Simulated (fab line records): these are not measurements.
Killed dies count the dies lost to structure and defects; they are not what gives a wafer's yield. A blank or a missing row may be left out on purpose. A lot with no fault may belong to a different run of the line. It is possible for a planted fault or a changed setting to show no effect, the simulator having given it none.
fab line records	flow rit-cmos	part 1 of 2: steps 1 to 25 of 27
record: lots: 5	wafers: 23
route steps=202 shown ACTIVE@7 FOX1@20 NWELL@29 PWELL@41 NRETRO@54 PRETRO@72 GATE@89 NLDD@104 M1@202
start-h: the number of hours between the record's first day and the start of the first shown wafer of the lot	wait-h: hours from the lot's prior step to this one	" as in the row above	L1.1+2: a single row standing in for several wafers	- either no value or no given start	* or withheld: withheld	< > ~ a bound
route shown NAME@n: a module of which the file shows steps, and the number in the route of the first	usual: mean and standard deviation over wafers with no fault	same: alike in all rows	chamber/n: place in a boat	sites: readings site by site	_std_site: how widely they spread, as a standard deviation	_edge_site: mean of outer sites minus mean of inner sites	radius-mm: for every site, how far away it sits from the centre of the wafer	mask NAME#n: copy n	behind: the last tool/chamber to shape the wafer	hold: reason for holding the lot/hours on hold/outcome of the hold	device: the n, p or np transistor that did not switch	end of line: the same wafers' tests at the end of the route	where a step has no rows: the recipe by itself	killed: the dies lost at the first sort to structure and to defects; this is not the yield of the wafer	map: a wafer's dies, x killed, . not, _ none there
set.NAME: the setting that was run; set.NAME@STEP: the one run at that earlier step	model.NAME: the simulator's own value behind a step, which no gauge read
lots whose settings were changed on purpose; a table a step, a row a wafer
== steps ==
step: RIT_ACTIVE_COAT_06
recipe: resist: NOVOLAK	spin-rpm: 3250	resist-thk-nm: 1000
lot.wafer	tool	chamber	start-h	wait-h	set.spin-rpm	model.NOVOLAK_of_ACTIVE_COAT_06.thk-nm
L074.2	litho-track-03	0	14.47	0.1	3250	990.9
L074.3	"	0	"	"	3250	995.2
L074.4	"	0	"	"	3250	994.3
L074.5	"	0	"	"	3250	995.8
L074.6	"	0	"	"	3250	994.5
L076.1	litho-track-01	0	24.30	0.1	3250	1005
L076.3+6	"	0	"	"	3250	1002
L076.4	"	0	"	"	3250	1004
L076.5	"	0	"	"	3250	1000
L078.2+4	litho-track-04	0	33.96	0.1	3250	1001
L078.6	"	0	"	"	3250	1000
L082.1	litho-track-01	0	57.15	0.1	3065	1024
L082.2	"	0	"	"	3065	1022
L082.4	"	0	"	"	3250	997.6
L082.5	"	0	"	"	3065	1027
L082.6	"	0	"	"	3250	993.3
L083.2	litho-track-04	0	61.79	0.1	3250	998.2
L083.3	"	0	"	"	3437	971.8
L083.4	"	0	"	"	3437	971.5
L083.5	"	0	"	"	3250	998.1
L083.6	"	0	"	"	3437	970.6
step: RIT_ACTIVE_HARDBAKE_12
recipe: resist: NOVOLAK	temp-c: 140	time-s: 60
lot.wafer	tool	chamber	start-h	wait-h	set.temp-c	set.spin-rpm@ACTIVE_COAT_06	model.NOVOLAK_of_ACTIVE_COAT_06.thk-nm
L074.2	litho-track-01	0	15.29	0.1	140	3250	875.8
L074.3	"	0	"	"	140	3250	879.6
L074.4	"	0	"	"	140	3250	878.7
L074.5	"	0	"	"	140	3250	880.1
L074.6	"	0	"	"	140	3250	879
L076.1	litho-track-03	0	25.25	0.1	137.7	3250	891.8
L076.3	"	0	"	"	140	3250	885.7
L076.4	"	0	"	"	140	3250	887.1
L076.5	"	0	"	"	137.7	3250	887.6
L076.6	"	0	"	"	137.7	3250	889.5
L078.2	litho-track-04	0	34.78	0.1	140	3250	884.5
L078.4	"	0	"	"	140	3250	884.3
L078.6	"	0	"	"	140	3250	883.8
L082.1	litho-track-04	0	57.97	0.1	140	3065	905.1
L082.2	"	0	"	"	137.2	3065	908
L082.4	"	0	"	"	137.2	3250	886.1
L082.5	"	0	"	"	140	3065	907.3
L082.6	"	0	"	"	140	3250	877.9
L083.2	litho-track-03	0	62.73	0.1	137.4	3250	886.3
L083.3	"	0	"	"	140	3437	859
L083.4	"	0	"	"	137.4	3437	862.8
L083.5	"	0	"	"	140	3250	882.1
L083.6	"	0	"	"	140	3437	858.1
step: RIT_ACTIVE_ETCH_13
recipe: stop-on: SiO2	chemistry: SF6	target: Si3N4	time-s: 210	over-etch-frac: 0.4	SF6_flow_sccm: 200	pressure-mtorr: 260	rf-w: 125	target-depth-a: 2100
lot.wafer	tool	chamber	start-h	wait-h	set.spin-rpm@ACTIVE_COAT_06	model.NOVOLAK_of_ACTIVE_COAT_06.thk-nm
L074.2	rie-diel-01	0	15.42	0.1	3250	644.5
L074.3	"	1	"	"	3250	653.7
L074.4	"	3	"	"	3250	661.4
L074.5	"	3	"	"	3250	664
L074.6	"	2	"	"	3250	650
L076.1	rie-diel-01	2	25.40	0.1	3250	660
L076.3	"	3	"	"	3250	667.8
L076.4	"	1	"	"	3250	658.1
L076.5	"	3	"	"	3250	668.3
L076.6	"	2	"	"	3250	660.2
L078.2	rie-diel-01	0	34.90	0.1	3250	654.9
L078.4	"	1	"	"	3250	659.9
L078.6	"	3	"	"	3250	665.5
L082.1	rie-diel-01	0	58.12	0.1	3065	672.8
L082.2	"	2	"	"	3065	679.2
L082.4	"	0	"	"	3250	655.6
L082.5	"	1	"	"	3065	680.5
L082.6	"	2	"	"	3250	649.6
L083.2	rie-diel-04	0	62.86	0.1	3250	657.5
L083.3	"	0	"	"	3437	629.9
L083.4	"	3	"	"	3437	630.8
L083.5	"	3	"	"	3250	649.8
L083.6	"	0	"	"	3437	629.3
step: RIT_FOX1_OXIDATION_00
recipe: temp-c: 1100	ambient: H2O	target-thk-a: 3507	p-h2o-torr: 720	ox-time-s: 1130
lot.wafer	tool	chamber	start-h	wait-h	set.temp-c	model.SiO2_of_FOX1_OXIDATION_00.thk-nm
L074.2+4	-	-	-	0.2	1074	290.3
L074.3	"	-	"	"	1074	287.2
L074.5	"	-	"	"	1074	291.5
L074.6	"	-	"	"	1074	286
L076.1	-	-	-	1.2	1100	350.4
L076.3	"	-	"	"	1100	356.3
L076.4	"	-	"	"	1100	350.1
L076.5	"	-	"	"	1100	354.4
L076.6	"	-	"	"	1100	351.6
L078.2	furnace-01	0	36.24	0.0	1100	355
L078.4	"	0	"	"	1100	351.7
L078.6	"	0	"	"	1100	351.3
L082.1	-	-	-	4.5	1121	392.8
L082.2	"	-	"	"	1121	387.3
L082.4	"	-	"	"	1121	388.1
L082.5	"	-	"	"	1121	391.4
L082.6	"	-	"	"	1121	391.6
L083.2	-	-	-	2.5	1087	340
L083.3	"	-	"	"	1087	343.9
L083.4	"	-	"	"	1087	340.9
L083.5	"	-	"	"	1087	338.4
L083.6	"	-	"	"	1087	344.8
step: RIT_FOX1_THK_MEAS_01
recipe: reads: SiO2_of_FOX1_OXIDATION_00
usual: FOX1_OXIDE_THK: 351/7.8
lot.wafer	tool	chamber	start-h	wait-h	set.temp-c@FOX1_OXIDATION_00	FOX1_OXIDE_THK[nm]
L074.2	film-metro-04	-	-	-	1074	290
L074.3	"	-	"	"	1074	287
L074.4	"	-	"	"	1074	290
L074.5	"	-	"	"	1074	292
L074.6	"	-	"	"	1074	286
L076.1	film-metro-04	-	-	-	1100	350
L076.3	"	-	"	"	1100	356
L076.4	"	-	"	"	1100	350
L076.5	"	-	"	"	1100	354
L076.6	"	-	"	"	1100	352
L078.2	film-metro-03	-	37.56	0.0	1100	355
L078.4	"	-	"	"	1100	352
L078.6	"	-	"	"	1100	352
L082.1	film-metro-04	-	-	-	1121	393
L082.2	"	-	"	"	1121	387
L082.4	"	-	"	"	1121	388
L082.5	"	-	"	"	1121	391
L082.6	"	-	"	"	1121	391
L083.2	film-metro-02	-	-	-	1087	340
L083.3	"	-	"	"	1087	344
L083.4	"	-	"	"	1087	341
L083.5	"	-	"	"	1087	339
L083.6	"	-	"	"	1087	345
step: RIT_NWELL_COAT_01
recipe: resist: NOVOLAK	spin-rpm: 2000	resist-thk-nm: 1300
lot.wafer	tool	chamber	start-h	wait-h	set.resist-thk-nm	model.NOVOLAK_of_NWELL_COAT_01.thk-nm
L074.2	litho-track-02	0	20.62	0.1	1300	1307
L074.3	"	0	"	"	1269	1275
L074.4	"	0	"	"	1300	1308
L074.5	"	0	"	"	1300	1310
L074.6	"	0	"	"	1269	1273
L076.1	litho-track-04	0	32.22	0.1	1360	1367
L076.3	"	0	"	"	1300	1305
L076.4	"	0	"	"	1300	1308
L076.5	"	0	"	"	1300	1306
L076.6	"	0	"	"	1360	1365
L078.2	litho-track-02	0	40.91	0.1	1300	1294
L078.4	"	0	"	"	1300	1292
L078.6	"	0	"	"	1300	1295
L082.1	litho-track-03	0	69.64	0.1	1300	1298
L082.2	"	0	"	"	1300	1299
L082.4	"	0	"	"	1300	1302
L082.5	"	0	"	"	1300	1296
L082.6	"	0	"	"	1300	1295
L083.2	litho-track-04	0	72.09	0.1	1277	1277
L083.3+4	"	0	"	"	1300	1298
L083.5+6	"	0	"	"	1277	1274
step: RIT_NWELL_SOFTBAKE_02
recipe: resist: NOVOLAK	temp-c: 90	time-s: 60
lot.wafer	tool	chamber	start-h	wait-h	set.time-s
L074.2+3+6	litho-track-02	0	20.77	0.1	62.83
L074.4+5	"	0	"	"	60
L076.1+3+6	litho-track-04	0	32.37	0.1	60
L076.4+5	"	0	"	"	62.68
L078.2+4+6	litho-track-02	0	41.06	0.1	60
L082.1+2+4+5+6	litho-track-03	0	69.79	0.1	60
L083.2+3+6	litho-track-04	0	72.24	0.1	60
L083.4+5	"	0	"	"	65.85
step: RIT_NWELL_EXPOSE_03
recipe: mask-id: M2	na: 0.57	target-cd-nm: 43900	dose-mj: 250
step: RIT_NWELL_PEB_04
recipe: resist: NOVOLAK	temp-c: withheld	time-s: withheld
step: RIT_NWELL_DEVELOP_05
recipe: resist: NOVOLAK	develop-time-s: 68	dev-temp-c: 23
step: RIT_NWELL_HARDBAKE_07
recipe: resist: NOVOLAK	temp-c: 140	time-s: 120
lot.wafer	tool	chamber	start-h	wait-h	set.resist-thk-nm@NWELL_COAT_01	model.NOVOLAK_of_NWELL_COAT_01.thk-nm
L074.2	litho-track-02	0	21.53	0.1	1300	1143
L074.3	"	0	"	"	1269	1116
L074.4	"	0	"	"	1300	1144
L074.5	"	0	"	"	1300	1146
L074.6	"	0	"	"	1269	1113
L076.1	litho-track-03	0	32.98	0.0	1360	1195
L076.3+5	"	0	"	"	1300	1142
L076.4	"	0	"	"	1300	1144
L076.6	"	0	"	"	1360	1193
L078.2	litho-track-02	0	41.70	0.1	1300	1132
L078.4	"	0	"	"	1300	1130
L078.6	"	0	"	"	1300	1133
L082.1	litho-track-03	0	70.41	0.0	1300	1135
L082.2	"	0	"	"	1300	1136
L082.4	"	0	"	"	1300	1139
L082.5	"	0	"	"	1300	1134
L082.6	"	0	"	"	1300	1132
L083.2	litho-track-04	0	72.91	0.1	1277	1117
L083.3+4	"	0	"	"	1300	1135
L083.5+6	"	0	"	"	1277	1114
step: RIT_PWELL_SOFTBAKE_02
recipe: resist: NOVOLAK	temp-c: 90	time-s: 60
lot.wafer	tool	chamber	start-h	wait-h	set.temp-c
L074.2+6	litho-track-03	0	22.45	0.1	90
L074.3+4+5	"	0	"	"	86.78
L076.1+5	litho-track-01	0	33.92	0.1	91.6
L076.3+4+6	"	0	"	"	90
L078.2+4+6	litho-track-02	0	42.61	0.1	90
L082.1+2+4+5+6	litho-track-03	0	71.34	0.1	90
L083.2+3+5	litho-track-02	0	73.83	0.1	86.47
L083.4+6	"	0	"	"	90
step: RIT_PWELL_DEVELOP_05
recipe: resist: NOVOLAK	develop-time-s: 68	dev-temp-c: 23
lot.wafer	tool	chamber	start-h	wait-h	set.develop-time-s	set.temp-c@PWELL_SOFTBAKE_02	model.NOVOLAK_of_PWELL_COAT_01.thk-nm
L074.2	litho-track-02	0	-	-	71.71	90	1297
L074.3	"	0	"	"	71.71	86.78	1303
L074.4	"	0	"	"	71.71	86.78	1308
L074.5	"	0	"	"	68	86.78	1308
L074.6	"	0	"	"	68	90	1298
L076.1	litho-track-01	0	-	-	68	91.6	1292
L076.3	"	0	"	"	68	90	1301
L076.4	"	0	"	"	68	90	1300
L076.5	"	0	"	"	75.48	91.6	1298
L076.6	"	0	"	"	75.48	90	1298
L078.2	litho-track-02	0	-	-	68	90	1304
L078.4	"	0	"	"	68	90	1305
L078.6	"	0	"	"	68	90	1301
L082.1	litho-track-02	0	-	-	68	90	1297
L082.2+4	"	0	"	"	68	90	1294
L082.5	"	0	"	"	68	90	1299
L082.6	"	0	"	"	68	90	1296
L083.2	litho-track-01	0	-	-	77.54	86.47	1317
L083.3	"	0	"	"	68	86.47	1316
L083.4	"	0	"	"	68	90	1306
L083.5	"	0	"	"	77.54	86.47	1319
L083.6	"	0	"	"	68	90	1307
step: RIT_NRETRO_COAT_01
recipe: resist: NOVOLAK	spin-rpm: 2000	resist-thk-nm: 1300
lot.wafer	tool	chamber	start-h	wait-h	set.resist-thk-nm	model.NOVOLAK_of_NRETRO_COAT_01.thk-nm
L074.2	litho-track-04	0	29.41	0.1	1300	1290
L074.3+5	"	0	"	"	1300	1293
L074.4	"	0	"	"	1300	1292
L074.6	"	0	"	"	1300	1296
L076.1+5	litho-track-01	0	41.01	0.1	1300	1299
L076.3	"	0	"	"	1239	1240
L076.4	"	0	"	"	1300	1300
L076.6	"	0	"	"	1239	1237
L078.2+6	litho-track-02	0	51.30	0.1	1300	1299
L078.4	"	0	"	"	1300	1297
L082.1	litho-track-02	0	78.15	0.1	1300	1299
L082.2	"	0	"	"	1363	1363
L082.4	"	0	"	"	1300	1302
L082.5	"	0	"	"	1363	1367
L082.6	"	0	"	"	1300	1301
L083.2	litho-track-02	0	82.55	0.1	1359	1360
L083.3	"	0	"	"	1300	1302
L083.4+5	"	0	"	"	1359	1362
L083.6	"	0	"	"	1300	1303
step: RIT_PRETRO_IMPLANT_08
recipe: species: B	energy-kev: 45	dose-cm2: 1.2e+13	tilt-deg: 7
lot.wafer	tool	chamber	start-h	wait-h	set.dose-cm2
L074.2+3+5	implanter-04	0	32.20	0.2	1.2e+13
L074.4+6	"	0	"	"	1.118e+13
L076.1+3+4+5+6	implanter-04	0	43.70	0.2	1.2e+13
L078.2+4+6	implanter-04	0	53.99	0.2	1.2e+13
L082.1+5	implanter-04	0	80.84	0.2	1.2e+13
L082.2+4+6	"	0	"	"	1.117e+13
L083.2+4+6	implanter-03	0	85.42	0.2	1.2e+13
L083.3+5	"	0	"	"	1.287e+13
step: RIT_PRETRO_STRIP_09
recipe: chemistry: O2	time-s: 180	resist: NOVOLAK	platen-temp-c: withheld	power-w: 500	pressure-mtorr: 4000	o2-flow-sccm: 4000
step: RIT_PRETRO_TW_MEAS_10
usual: PRETRO_TW: 476/4
lot.wafer	tool	chamber	start-h	wait-h	set.dose-cm2@PRETRO_IMPLANT_08	PRETRO_TW
L074.2	film-metro-02	-	32.51	0.1	1.2e+13	474
L074.3	"	-	"	"	1.2e+13	472
L074.4	"	-	"	"	1.118e+13	462
L074.5	"	-	"	"	1.2e+13	471
L074.6	"	-	"	"	1.118e+13	463
L076.1	film-metro-03	-	44.02	0.1	1.2e+13	476
L076.3	"	-	"	"	1.2e+13	476
L076.4	"	-	"	"	1.2e+13	476
L076.5	"	-	"	"	1.2e+13	476
L076.6	"	-	"	"	1.2e+13	476
L078.2	film-metro-02	-	54.30	0.1	1.2e+13	474
L078.4	"	-	"	"	1.2e+13	471
L078.6	"	-	"	"	1.2e+13	473
L082.1	film-metro-03	-	81.17	0.1	1.2e+13	476
L082.2	"	-	"	"	1.117e+13	467
L082.4	"	-	"	"	1.117e+13	467
L082.5	"	-	"	"	1.2e+13	477
L082.6	"	-	"	"	1.117e+13	469
L083.2	film-metro-02	-	85.73	0.1	1.2e+13	470
L083.3	"	-	"	"	1.287e+13	485
L083.4	"	-	"	"	1.2e+13	471
L083.5	"	-	"	"	1.287e+13	484
L083.6	"	-	"	"	1.2e+13	475
step: RIT_GATE_EXPOSE_13
recipe: mask-id: M6	na: 0.6	source-shape: conventional	sigma-outer: 0.6	target-cd-nm: 150	dose-mj: 380
lot.wafer	tool	chamber	start-h	wait-h	mask	set.dose-mj
L074.2+4+5	iline-stepper-02	0	38.47	0.3	M6#0	380
L074.3+6	"	0	"	"	M6#0	355.7
L076.1+3+4+5+6	iline-stepper-01	0	54.76	0.2	M6#0	380
L078.2+4+6	iline-stepper-02	0	65.71	0.2	M6#0	380
L082.1+2+5	iline-stepper-01	0	88.28	0.2	M6#0	392.9
L082.4+6	"	0	"	"	M6#0	380
L083.2+3+6	iline-stepper-02	0	96.35	0.3	M6#0	380
L083.4+5	"	0	"	"	M6#0	389
step: RIT_GATE_PEB_14
recipe: resist: NOVOLAK	temp-c: withheld	time-s: withheld
step: RIT_GATE_DEVELOP_15
recipe: resist: NOVOLAK	develop-time-s: 50	dev-temp-c: 24.2
lot.wafer	tool	chamber	start-h	wait-h	set.dose-mj@GATE_EXPOSE_13	model.GATE.cd-nm
L074.2	litho-track-02	0	-	-	380	150.9
L074.3	"	0	"	"	355.7	185.9
L074.4	"	0	"	"	380	148.8
L074.5	"	0	"	"	380	152.7
L074.6	"	0	"	"	355.7	183.8
L076.1	litho-track-04	0	-	-	380	154.3
L076.3	"	0	"	"	380	154.2
L076.4	"	0	"	"	380	155.5
L076.5	"	0	"	"	380	153.8
L076.6	"	0	"	"	380	155.4
L078.2	litho-track-03	0	-	-	380	146.4
L078.4	"	0	"	"	380	144.6
L078.6	"	0	"	"	380	146.3
L082.1	litho-track-03	0	-	-	392.9	134.8
L082.2	"	0	"	"	392.9	135
L082.4	"	0	"	"	380	147.9
L082.5	"	0	"	"	392.9	133.8
L082.6	"	0	"	"	380	151.2
L083.2	litho-track-02	0	-	-	380	146.2
L083.3	"	0	"	"	380	149.1
L083.4	"	0	"	"	389	137.6
L083.5	"	0	"	"	389	134.6
L083.6	"	0	"	"	380	146.1
step: RIT_GATE_CD_MEAS_16
recipe: target-cd-nm: 150
usual: cd-nm: 149.5/2.7
lot.wafer	tool	chamber	start-h	wait-h	set.dose-mj@GATE_EXPOSE_13	cd-nm
L074.2	cd-sem-01	-	38.87	-	380	150.9
L074.3	"	-	"	"	355.7	185.8
L074.4	"	-	"	"	380	148.6
L074.5	"	-	"	"	380	152.8
L074.6	"	-	"	"	355.7	183.8
L076.1	cd-sem-01	-	55.16	-	380	154.5
L076.3	"	-	"	"	380	154.6
L076.4	"	-	"	"	380	155.0
L076.5	"	-	"	"	380	153.9
L076.6	"	-	"	"	380	155.2
L078.2	cd-sem-01	-	66.11	-	380	146.3
L078.4	"	-	"	"	380	144.6
L078.6	"	-	"	"	380	146.3
L082.1	cd-sem-01	-	88.68	-	392.9	134.9
L082.2	"	-	"	"	392.9	134.8
L082.4	"	-	"	"	380	148.0
L082.5	"	-	"	"	392.9	133.6
L082.6	"	-	"	"	380	151.6
L083.2	cd-sem-01	-	96.75	-	380	146.0
L083.3	"	-	"	"	380	149.3
L083.4	"	-	"	"	389	137.5
L083.5	"	-	"	"	389	134.4
L083.6	"	-	"	"	380	146.1
step: RIT_GATE_ETCH_19
recipe: chemistry: SF6/CHF3/O2	time-s: 165	SF6_flow_sccm: 30	CHF3_flow_sccm: 30	O2_flow_sccm: 5	target: poly-Si	pressure-mtorr: 40	rf-w: 160	target-depth-a: 3125	over-etch-frac: 0.25	stop-on: SiO2
lot.wafer	tool	chamber	start-h	wait-h	set.over-etch-frac
L074.2+5	rie-si-01	0,3	39.16	0.1	0.1875
L074.3+4+6	"	2,0,2	"	"	0.25
L076.1+3+5	rie-si-01	2,0,3	55.47	0.1	0.25
L076.4+6	"	2,0	"	"	0.2872
L078.2+4+6	rie-si-01	3,3,2	66.40	0.1	0.25
L082.1+2+6	rie-si-01	1,3,1	88.99	0.1	0.3162
L082.4+5	"	0,2	"	"	0.25
L083.2+3+4+5+6	rie-si-02	2,3,1,2,3	97.04	0.1	0.25
step: RIT_GATE_STRIP_20
recipe: chemistry: O2	time-s: 180	resist: NOVOLAK	platen-temp-c: withheld	power-w: 500	pressure-mtorr: 4000	o2-flow-sccm: 4000
step: RIT_GATE_CD_MEAS_90
recipe: target-cd-nm: 150
usual: cd-nm: 149.5/2.7
lot.wafer	tool	chamber	start-h	wait-h	set.dose-mj@GATE_EXPOSE_13	cd-nm
L074.2	cd-sem-02	-	39.46	0.1	380	151.1
L074.3	"	-	"	"	355.7	185.4
L074.4	"	-	"	"	380	148.5
L074.5	"	-	"	"	380	152.6
L074.6	"	-	"	"	355.7	183.7
L076.1	cd-sem-02	-	55.75	0.1	380	154.1
L076.3	"	-	"	"	380	154.1
L076.4	"	-	"	"	380	155.3
L076.5	"	-	"	"	380	153.7
L076.6	"	-	"	"	380	155.5
L078.2	cd-sem-02	-	66.70	0.1	380	146.3
L078.4	"	-	"	"	380	144.6
L078.6	"	-	"	"	380	146.0
L082.1	cd-sem-02	-	89.27	0.1	392.9	134.5
L082.2	"	-	"	"	392.9	135.1
L082.4	"	-	"	"	380	147.8
L082.5	"	-	"	"	392.9	133.9
L082.6	"	-	"	"	380	151.0
L083.2	cd-sem-02	-	97.34	0.1	380	146.3
L083.3	"	-	"	"	380	149.1
L083.4	"	-	"	"	389	137.8
L083.5	"	-	"	"	389	134.1
L083.6	"	-	"	"	380	146.4
step: RIT_NLDD_COAT_01
recipe: resist: NOVOLAK	spin-rpm: 3250	resist-thk-nm: 1000
lot.wafer	tool	chamber	start-h	wait-h	set.spin-rpm	model.NOVOLAK_of_NLDD_COAT_01.thk-nm
L074.2	litho-track-01	0	43.40	0.1	3250	993.4
L074.3	"	0	"	"	3250	994.6
L074.4	"	0	"	"	3475	962.8
L074.5	"	0	"	"	3475	963.8
L074.6	"	0	"	"	3250	996.3
L076.1+6	litho-track-02	0	61.10	0.1	3423	977.9
L076.3+5	"	0	"	"	3250	1003
L076.4	"	0	"	"	3250	1005
L078.2+6	litho-track-02	0	71.34	0.1	3250	1002
L078.4	"	0	"	"	3250	1000
L082.1	litho-track-02	0	94.37	0.1	3250	998.2
L082.2	"	0	"	"	3375	982.1
L082.4	"	0	"	"	3375	983.4
L082.5	"	0	"	"	3375	977.4
L082.6	"	0	"	"	3250	999.2
L083.2	litho-track-01	0	102.37	0.1	3250	999.1
L083.3	"	0	"	"	3250	997.8
L083.4	"	0	"	"	3250	998.8
L083.5	"	0	"	"	3250	996.1
L083.6	"	0	"	"	3250	999.6
== key ==
split: step: RIT_ACTIVE_COAT_06	setting: spin-rpm	stated: 3250	by: wafer
response: step: RIT_ACTIVE_COAT_06	reading: model.NOVOLAK_of_ACTIVE_COAT_06.thk-nm	change: -4.89	per: 1%	r: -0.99
response: step: RIT_ACTIVE_HARDBAKE_12	reading: model.NOVOLAK_of_ACTIVE_COAT_06.thk-nm	change: -4.29	per: 1%	r: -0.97
response: step: RIT_ACTIVE_ETCH_13	reading: model.NOVOLAK_of_ACTIVE_COAT_06.thk-nm	change: -4.24	per: 1%	r: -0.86
split: step: RIT_ACTIVE_HARDBAKE_12	setting: temp-c	stated: 140	by: wafer
response none clear
split: step: RIT_FOX1_OXIDATION_00	setting: temp-c	stated: 1100	by: lot
response: step: RIT_FOX1_OXIDATION_00	reading: model.SiO2_of_FOX1_OXIDATION_00.thk-nm	change: +22.1	per: 1%	r: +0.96
response: step: RIT_FOX1_THK_MEAS_01	reading: FOX1_OXIDE_THK	change: +22	per: 1%	r: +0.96
split: step: RIT_NWELL_COAT_01	setting: resist-thk-nm	stated: 1300	by: wafer
response: step: RIT_NWELL_COAT_01	reading: model.NOVOLAK_of_NWELL_COAT_01.thk-nm	change: +13.3	per: 1%	r: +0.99
response: step: RIT_NWELL_HARDBAKE_07	reading: model.NOVOLAK_of_NWELL_COAT_01.thk-nm	change: +11.4	per: 1%	r: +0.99
split: step: RIT_NWELL_SOFTBAKE_02	setting: time-s	stated: 60	by: wafer
response none clear
split: step: RIT_PWELL_SOFTBAKE_02	setting: temp-c	stated: 90	by: wafer
response: step: RIT_PWELL_DEVELOP_05	reading: model.NOVOLAK_of_PWELL_COAT_01.thk-nm	change: -2.63	per: 1%	r: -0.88
split: step: RIT_PWELL_DEVELOP_05	setting: develop-time-s	stated: 68	by: wafer
response none clear
split: step: RIT_NRETRO_COAT_01	setting: resist-thk-nm	stated: 1300	by: wafer
response: step: RIT_NRETRO_COAT_01	reading: model.NOVOLAK_of_NRETRO_COAT_01.thk-nm	change: +13.1	per: 1%	r: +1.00
split: step: RIT_PRETRO_IMPLANT_08	setting: dose-cm2	stated: 1.2e+13	by: wafer
response: step: RIT_PRETRO_TW_MEAS_10	reading: PRETRO_TW	change: +1.48	per: 1%	r: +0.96
split: step: RIT_GATE_EXPOSE_13	setting: dose-mj	stated: 380	by: wafer
response: step: RIT_GATE_DEVELOP_15	reading: model.GATE.cd-nm	change: -5.09	per: 1%	r: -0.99
response: step: RIT_GATE_CD_MEAS_16	reading: cd-nm	change: -5.11	per: 1%	r: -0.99
response: step: RIT_GATE_CD_MEAS_90	reading: cd-nm	change: -5.06	per: 1%	r: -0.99
response: step: RIT_M1_PROBE_99	reading: model.etest.nmos_0p15.r-on-ohm-um	change: -39.8	per: 1%	r: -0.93
response: step: RIT_M1_PROBE_99	reading: model.etest.pmos_0p15.r-on-ohm-um	change: -124	per: 1%	r: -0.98
response: step: RIT_M1_PROBE_99	reading: model.etest.pmos-turned.r-on-ohm-um	change: -130	per: 1%	r: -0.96
response: step: RIT_M1_PROBE_99	reading: model.etest.pmos_0p3.r-on-ohm-um	change: -67.8	per: 1%	r: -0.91
response: step: RIT_M1_PROBE_99	reading: model.etest.nmos_0p15.drive-ua-um	change: +18.5	per: 1%	r: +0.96
split: step: RIT_GATE_ETCH_19	setting: over-etch-frac	stated: 0.25	by: wafer
response none clear
split: step: RIT_NLDD_COAT_01	setting: spin-rpm	stated: 3250	by: wafer
response: step: RIT_NLDD_COAT_01	reading: model.NOVOLAK_of_NLDD_COAT_01.thk-nm	change: -4.64	per: 1%	r: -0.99
response: step: RIT_NLDD_HARDBAKE_07	reading: model.NOVOLAK_of_NLDD_COAT_01.thk-nm	change: -4	per: 1%	r: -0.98
split: step: RIT_NLDD_HARDBAKE_07	setting: temp-c	stated: 140	by: wafer
response none clear
